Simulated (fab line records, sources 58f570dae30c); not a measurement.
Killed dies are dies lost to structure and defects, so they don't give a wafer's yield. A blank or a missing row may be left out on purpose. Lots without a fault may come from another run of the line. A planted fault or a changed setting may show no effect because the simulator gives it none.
fab line records | flow berkeley_cmos170
record lots=14 wafers=42 last_day=12
route steps=331 shown WELLDRIVE@57 SDANNEAL@205 PSD@206 NSD@207 PLDD@208 V1@269 V2@296
lots that met no fault: from a run of the same line without faults
start_h: hours from the record's first day to the start of the lot's first wafer shown | wait_h: hours since the lot's step before | " the same as in the row above | L1.1+2: a row that stands for several wafers | - no value, or no start given | * or withheld: withheld | < > ~ a bound
route shown NAME@n: a module of which the file shows steps, and the number in the route of the first | usual: mean/standard deviation of fault-free wafers | same: alike in all rows | chamber/n: place in a boat | sites: the reading at each site | _std_site: their standard deviation | _edge_site: outer sites' mean less inner sites' | radius_mm: how far each site lies from the wafer's centre | mask NAME#n: copy n | behind: the tool/chamber that last shaped the wafer | hold: why the lot was held/for how many hours/how that ended | device: the transistor (n, p or np) that didn't switch | end of line: the same wafers' tests at the end of the route | a step without rows: its recipe alone | killed: dies lost to structure and defects at the first sort, not the wafer's yield | map: a wafer's dies, x killed, . not, _ none there
set.NAME: the setting as run; set.NAME@STEP: as run at that earlier step | model.NAME: the simulator's own value behind a step, which no gauge read
steps of the route over a sample of lots; a table a step, a row a wafer
services: from which hour (start_h, from the record's first day; less than 0 if before it) a tool's chamber was out of use, for how many hours, and why
## steps
# step UCB170_WELLDRIVE_THK_MEAS_02
# recipe reads=SiO2_of_WELLDRIVE_OXIDATION_01
# usual WELLDRIVE_OXIDE_THK=200/3.1
# columns lot.wafer tool chamber start_h wait_h WELLDRIVE_OXIDE_THK[nm]
L205.2 film_metro-01 - 73.50 0.0 204
L205.4 " - " " 204
L205.5 " - " " 202
L208.1 film_metro-01 - 85.19 0.0 202
L208.5 " - " " 202
L208.6 " - " " 202
L207.1 film_metro-03 - 85.21 0.0 205
L207.4 " - " " 204
L207.5 " - " " 204
L210.1 film_metro-01 - 101.98 0.0 200
L210.2 " - " " 199
L210.4 " - " " 200
L209.2 film_metro-04 - 101.99 0.0 197
L209.3 " - " " 201
L209.5 " - " " 197
L212.1 film_metro-04 - 123.82 0.0 199
L212.2 " - " " 194
L212.4 " - " " 199
L215.2 film_metro-01 - 132.09 0.0 195
L215.5 " - " " 196
L215.6 " - " " 195
L216.1 film_metro-03 - 138.43 0.0 199
L216.4 " - " " 200
L216.5 " - " " 197
L218.4 film_metro-04 - 138.46 0.0 198
L218.5 " - " " 197
L218.6 " - " " 198
L219.2 film_metro-01 - 153.17 0.0 202
L219.5 " - " " 202
L219.6 " - " " 200
L223.2 film_metro-04 - 153.17 0.0 201
L223.3 " - " " 201
L223.4 " - " " 199
L222.1 film_metro-01 - 153.22 0.1 202
L222.2 " - " " 198
L222.5 " - " " 198
L220.1 film_metro-03 - 159.53 0.0 199
L220.2 " - " " 199
L220.3 " - " " 201
L227.2 film_metro-03 - 183.04 0.0 193
L227.3 " - " " 194
L227.5 " - " " 195
# step UCB170_SDANNEAL_RTA_01
# recipe temp_c=1050 time_s=5 ambient=N2
# usual chamber_o2_ppm=2.001/0.021 lamp_power_pct=32.17/0.06 wafer_temp_C_max=1054.0/1
# columns lot.wafer tool chamber start_h wait_h chamber_o2_ppm lamp_power_pct wafer_temp_C_max
L205.2 rtp_anneal-02 0 176.85 0.1 1.997 32.18 1053.6
L205.4 " 0 " " 2.003 32.11 1056.3
L205.5 " 0 " " 2.036 32.16 1054.3
L208.1 rtp_anneal-02 0 179.98 0.1 1.999 32.15 1054.2
L208.5 " 0 " " 1.990 32.12 1053.0
L208.6 " 0 " " 1.993 32.15 1054.2
L207.1 rtp_anneal-01 0 180.44 0.1 1.993 32.22 1056.5
L207.4 " 0 " " 2.008 32.21 1054.6
L207.5 " 0 " " 2.011 32.26 1055.3
L209.2 rtp_anneal-02 0 192.18 0.1 1.945 32.13 1053.2
L209.3 " 0 " " 1.968 32.17 1053.2
L209.5 " 0 " " 2.000 32.13 1053.1
L210.1 rtp_anneal-01 0 192.62 0.1 1.991 32.27 1054.5
L210.2 " 0 " " 1.990 32.23 1056.4
L210.4 " 0 " " 2.002 32.29 1055.0
L212.1 rtp_anneal-01 0 215.93 0.1 2.017 32.23 1054.4
L212.2 " 0 " " 2.015 32.22 1056.0
L212.4 " 0 " " 2.019 32.20 1053.4
L218.4 rtp_anneal-02 0 224.25 0.1 1.989 32.13 1052.4
L218.5 " 0 " " 2.008 32.13 1053.7
L218.6 " 0 " " 1.992 32.14 1053.0
L216.1 rtp_anneal-01 0 229.50 0.1 1.994 32.23 1053.9
L216.4 " 0 " " 2.023 32.22 1053.5
L216.5 " 0 " " 2.035 32.25 1052.6
L215.2 rtp_anneal-01 0 230.84 0.1 2.008 32.25 1054.5
L215.5 " 0 " " 2.023 32.22 1054.8
L215.6 " 0 " " 2.031 32.22 1054.5
L223.2 rtp_anneal-02 0 246.33 0.1 2.004 32.17 1054.6
L223.3 " 0 " " 1.990 32.14 1053.6
L223.4 " 0 " " 1.980 32.15 1053.7
L222.1 rtp_anneal-01 0 246.77 0.1 2.014 32.23 1053.4
L222.2 " 0 " " 1.982 32.24 1054.2
L222.5 " 0 " " 1.993 32.22 1054.6
L219.2 rtp_anneal-01 0 247.06 0.1 2.023 32.23 1054.0
L219.5 " 0 " " 2.013 32.19 1055.3
L219.6 " 0 " " 2.000 32.24 1054.8
L220.1 rtp_anneal-02 0 257.81 0.1 2.020 32.17 1053.4
L220.2 " 0 " " 2.018 32.15 1055.1
L220.3 " 0 " " 1.997 32.13 1052.4
L227.2 rtp_anneal-02 0 272.06 0.1 1.976 32.12 1053.8
L227.3 " 0 " " 1.962 32.12 1053.0
L227.5 " 0 " " 1.988 32.11 1054.2
# step UCB170_SDANNEAL_RS_MEAS_02
# recipe thk_meas_gauge=four-point-probe
# usual PSD_RS=75.6/0.32
# columns lot.wafer tool chamber start_h wait_h PSD_RS[ohm/sq]
L205.2 film_metro-03 - 176.91 0.1 75.6
L205.4 " - " " 75.4
L205.5 " - " " 75.4
L208.1 film_metro-02 - 180.03 0.0 75.9
L208.5 " - " " 75.9
L208.6 " - " " 75.4
L207.1 film_metro-02 - 180.51 0.1 76.0
L207.4 " - " " 75.9
L207.5 " - " " 75.7
L209.2 film_metro-01 - 192.25 0.1 75.4
L209.3 " - " " 75.5
L209.5 " - " " 75.5
L210.1 film_metro-03 - 192.68 0.0 75.4
L210.2 " - " " 75.4
L210.4 " - " " 75.4
L212.1 film_metro-02 - 215.98 0.0 75.5
L212.2 " - " " 75.7
L212.4 " - " " 75.2
L218.4 film_metro-03 - 224.34 0.1 74.9
L218.5 " - " " 75.0
L218.6 " - " " 74.9
L216.1 film_metro-02 - 229.55 0.0 75.5
L216.4 " - " " 76.0
L216.5 " - " " 75.9
L215.2 film_metro-02 - 230.90 0.1 76.2
L215.5 " - " " 76.2
L215.6 " - " " 76.1
L223.2 film_metro-03 - 246.57 0.2 75.8
L223.3 " - " " 75.5
L223.4 " - " " 75.9
L222.1 film_metro-01 - 246.83 0.0 56.7
L222.2 " - " " 56.8
L222.5 " - " " 56.8
L219.2 film_metro-02 - 247.13 0.1 56.7
L219.5 " - " " 56.7
L219.6 " - " " 56.7
L220.1 film_metro-02 - 257.87 0.0 75.0
L220.2 " - " " 74.9
L220.3 " - " " 75.1
L227.2 film_metro-03 - 272.13 0.1 75.3
L227.3 " - " " 75.8
L227.5 " - " " 75.2
# step UCB170_SDANNEAL_RS_MEAS_03
# recipe thk_meas_gauge=four-point-probe
# usual NSD_RS=37.29/0.1
# columns lot.wafer tool chamber start_h wait_h NSD_RS[ohm/sq]
L205.2 film_metro-03 - 177.03 0.1 37.27
L205.4 " - " " 37.23
L205.5 " - " " 37.29
L208.1 film_metro-02 - 180.15 0.1 37.38
L208.5 " - " " 37.30
L208.6 " - " " 37.25
L207.1 film_metro-02 - 180.63 0.1 37.42
L207.4 " - " " 37.42
L207.5 " - " " 37.42
L209.2 film_metro-01 - 192.37 0.1 37.28
L209.3 " - " " 37.35
L209.5 " - " " 37.43
L210.1 film_metro-03 - 192.80 0.1 37.13
L210.2 " - " " 37.25
L210.4 " - " " 37.15
L212.1 film_metro-02 - 216.10 0.1 37.40
L212.2 " - " " 37.29
L212.4 " - " " 37.38
L218.4 film_metro-03 - 224.46 0.1 37.30
L218.5 " - " " 37.41
L218.6 " - " " 37.19
L216.1 film_metro-02 - 229.67 0.1 37.30
L216.4 " - " " 37.48
L216.5 " - " " 37.35
L215.2 film_metro-02 - 231.02 0.1 37.39
L215.5 " - " " 37.37
L215.6 " - " " 37.40
L223.2 film_metro-03 - 246.69 0.1 37.44
L223.3 " - " " 37.34
L223.4 " - " " 37.39
L222.1 film_metro-01 - 246.95 0.1 31.54
L222.2 " - " " 31.45
L222.5 " - " " 31.44
L219.2 film_metro-02 - 247.25 0.1 31.36
L219.5 " - " " 31.31
L219.6 " - " " 31.37
L220.1 film_metro-02 - 257.99 0.1 37.22
L220.2 " - " " 37.23
L220.3 " - " " 37.23
L227.2 film_metro-03 - 272.25 0.1 37.10
L227.3 " - " " 37.24
L227.5 " - " " 37.22
# step UCB170_SDANNEAL_RS_MEAS_04
# recipe thk_meas_gauge=four-point-probe
# usual PLDD_RS=1032/3.1
# columns lot.wafer tool chamber start_h wait_h PLDD_RS[ohm/sq]
L205.2 film_metro-03 - 177.15 0.1 1030
L205.4 " - " " 1030
L205.5 " - " " 1030
L208.1 film_metro-02 - 180.27 0.1 1035
L208.5 " - " " 1036
L208.6 " - " " 1032
L207.1 film_metro-02 - 180.75 0.1 1036
L207.4 " - " " 1036
L207.5 " - " " 1038
L209.2 film_metro-01 - 192.49 0.1 1034
L209.3 " - " " 1032
L209.5 " - " " 1033
L210.1 film_metro-03 - 192.92 0.1 1029
L210.2 " - " " 1034
L210.4 " - " " 1033
L212.1 film_metro-02 - 216.22 0.1 1037
L212.2 " - " " 1035
L212.4 " - " " 1035
L218.4 film_metro-03 - 224.58 0.1 1030
L218.5 " - " " 1030
L218.6 " - " " 1029
L216.1 film_metro-02 - 229.79 0.1 1034
L216.4 " - " " 1036
L216.5 " - " " 1036
L215.2 film_metro-02 - 231.14 0.1 1033
L215.5 " - " " 1033
L215.6 " - " " 1034
L223.2 film_metro-03 - 246.81 0.1 1030
L223.3 " - " " 1026
L223.4 " - " " 1029
L222.1 film_metro-01 - 247.07 0.1 966
L222.2 " - " " 962
L222.5 " - " " 962
L219.2 film_metro-02 - 247.37 0.1 968
L219.5 " - " " 965
L219.6 " - " " 968
L220.1 film_metro-02 - 258.11 0.1 1034
L220.2 " - " " 1035
L220.3 " - " " 1033
L227.2 film_metro-03 - 272.37 0.1 1030
L227.3 " - " " 1032
L227.5 " - " " 1030
# step UCB170_V1_STRIP_15
# recipe chemistry=O2 power_w=400 pressure_mtorr=3500 platen_temp_c=withheld o2_flow_sccm=400 overash_fraction=0.5
# usual drypump_motor_current_A=5.9/0.52 oes_product_au=0.722/0.0046 strip_time_to_endpoint_s=15.36/0.15
# columns lot.wafer tool chamber start_h wait_h drypump_motor_current_A oes_product_au rf_hours_counter_h strip_time_to_endpoint_s
L205.2 plasma_asher-01 1 190.05 0.1 5.5 0.728 44 15.38
L205.4 " 0 " " 5.6 0.721 - 15.47
L205.5 " 0 " " 5.6 0.725 - 15.41
L207.1 plasma_asher-03 1 194.52 0.1 6.6 0.724 40 15.24
L207.4 " 0 " " 5.4 0.722 - 15.39
L207.5 " 1 " " 6.6 0.723 - 15.51
L208.1 plasma_asher-01 1 195.34 0.1 5.5 0.726 45 15.27
L208.5 " 0 " " 5.6 0.721 - 15.51
L208.6 " 1 " " 5.5 0.722 - 15.46
L210.1 plasma_asher-03 1 205.78 0.1 6.6 0.726 41 15.43
L210.2 " 0 " " 5.4 0.723 41 15.63
L210.4 " 1 " " 6.5 0.717 - 15.46
L209.2 plasma_asher-03 0 207.25 0.1 5.4 0.721 42 15.47
L209.3 " 1 " " 6.6 0.724 - 15.50
L209.5 " 1 " " 6.6 0.728 - 15.39
L212.1 plasma_asher-03 1 227.45 0.1 6.5 0.717 43 15.28
L212.2 " 0 " " 5.4 0.720 43 15.39
L212.4 " 1 " " 6.6 0.724 - 15.23
L218.4 plasma_asher-03 1 236.15 0.1 6.6 0.721 - 15.61
L218.5 " 0 " " 5.4 0.720 - 15.57
L218.6 " 1 " " 6.6 0.715 - 15.44
L216.1 plasma_asher-02 1 244.85 0.1 5.6 0.726 54 15.41
L216.4 " 0 " " 6.5 0.718 - 15.49
L216.5 " 0 " " 6.5 0.723 - 15.39
L215.2 plasma_asher-02 0 247.45 0.1 6.5 0.716 54 15.70
L215.5 " 0 " " 6.5 0.719 - 15.53
L215.6 " 1 " " 5.6 0.724 - 15.70
L222.1 plasma_asher-02 0 261.47 0.1 6.5 0.721 56 15.15
L222.2 " 1 " " 5.6 0.713 56 15.49
L222.5 " 1 " " 5.6 0.721 - 15.17
L223.2 plasma_asher-02 1 265.09 0.1 5.6 0.722 57 15.23
L223.3 " 1 " " 5.6 0.726 - 15.20
L223.4 " 0 " " 6.5 0.720 - 15.45
L219.2 plasma_asher-03 1 265.34 0.1 6.6 0.724 48 15.27
L219.5 " 1 " " 6.5 0.716 - 15.52
L219.6 " 0 " " 5.4 0.722 - 15.32
L220.1 plasma_asher-01 0 270.02 0.1 5.6 0.721 54 15.47
L220.2 " 1 " " 5.5 0.731 54 15.30
L220.3 " 0 " " 5.6 0.721 - 15.39
L227.2 plasma_asher-01 0 284.08 0.1 5.5 0.719 56 15.41
L227.3 " 1 " " 5.5 0.731 - 15.31
L227.5 " 1 " " 5.5 0.722 - 15.54
# step UCB170_V2_THK_MEAS_04
# recipe reads=SiO2_of_V2_CVD_00
# usual V2_POLISHED_THK=1000.3/1.3
# columns lot.wafer tool chamber start_h wait_h V2_POLISHED_THK[nm]
L205.2 film_metro-01 - 195.43 0.1 1002.8
L205.4 " - " " 999.3
L205.5 " - " " 1001.3
L207.1 film_metro-04 - 198.67 0.1 1001.3
L207.4 " - " " 998.3
L207.5 " - " " 1001.9
L208.1 film_metro-01 - 198.96 0.1 1001.5
L208.5 " - " " 1001.4
L208.6 " - " " 1001.0
L210.1 film_metro-01 - 210.28 0.1 1000.1
L210.2 " - " " 1003.4
L210.4 " - " " 999.7
L209.2 film_metro-01 - 214.78 0.1 1000.1
L209.3 " - " " 998.5
L209.5 " - " " 998.9
L212.1 film_metro-03 - 231.88 0.1 999.5
L212.2 " - " " 999.5
L212.4 " - " " 999.8
L218.4 film_metro-04 - 241.82 0.1 1000.3
L218.5 " - " " 999.7
L218.6 " - " " 999.5
L216.1 film_metro-03 - 249.87 0.1 1001.6
L216.4 " - " " 1000.7
L216.5 " - " " 1002.9
L215.2 film_metro-01 - 251.38 0.1 1000.8
L215.5 " - " " 1000.0
L215.6 " - " " 1000.0
L222.1 film_metro-03 - 264.97 0.1 998.5
L222.2 " - " " 1000.7
L222.5 " - " " 999.6
L223.2 film_metro-01 - 268.67 0.1 1002.9
L223.3 " - " " 1000.1
L223.4 " - " " 1000.9
L219.2 film_metro-01 - 269.28 0.1 1001.6
L219.5 " - " " 1000.6
L219.6 " - " " 1000.7
L220.1 film_metro-01 - 274.65 0.1 1000.1
L220.2 " - " " 998.2
L220.3 " - " " 1000.3
L227.2 film_metro-03 - 287.66 0.1 997.5
L227.3 " - " " 1000.0
L227.5 " - " " 997.9
## services
# columns tool chamber start_h hours kind
plasma_asher-02 - 203.56 4.3 pm
## key
first_sign step=UCB170_SDANNEAL_RS_MEAS_02 reading=PSD_RS direction=down sigmas=59 usual=75.6 struck=56.7
effect step=UCB170_SDANNEAL_RS_MEAS_03 reading=NSD_RS direction=down sigmas=59 usual=37.29 struck=31.41
effect step=UCB170_SDANNEAL_RS_MEAS_04 reading=PLDD_RS direction=down sigmas=21 usual=1032 struck=965
met_at UCB170_SDANNEAL_RTA_01
struck_lots L219,L222
tester_left_out L219,L222
not_acting_at UCB170_WELLDRIVE_THK_MEAS_02,UCB170_V1_STRIP_15,UCB170_V2_THK_MEAS_04
onset_between 230.84 246.77
fault kind=process_parameter_drift tool=rtp_anneal-01 chamber=- onset_h=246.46 steps=UCB170_SDANNEAL_RTA_01 channel=time_s offset=* shape=step end_h=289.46 acts_in=* stated=*
# tester_left_out: of these lots the tester's yield and bins aren't shown, on N5 and GAA mostly nor the transistor test; their killed dies are dies lost to structure and defects alone, not to doping, threshold or leakage, so they don't give the yield
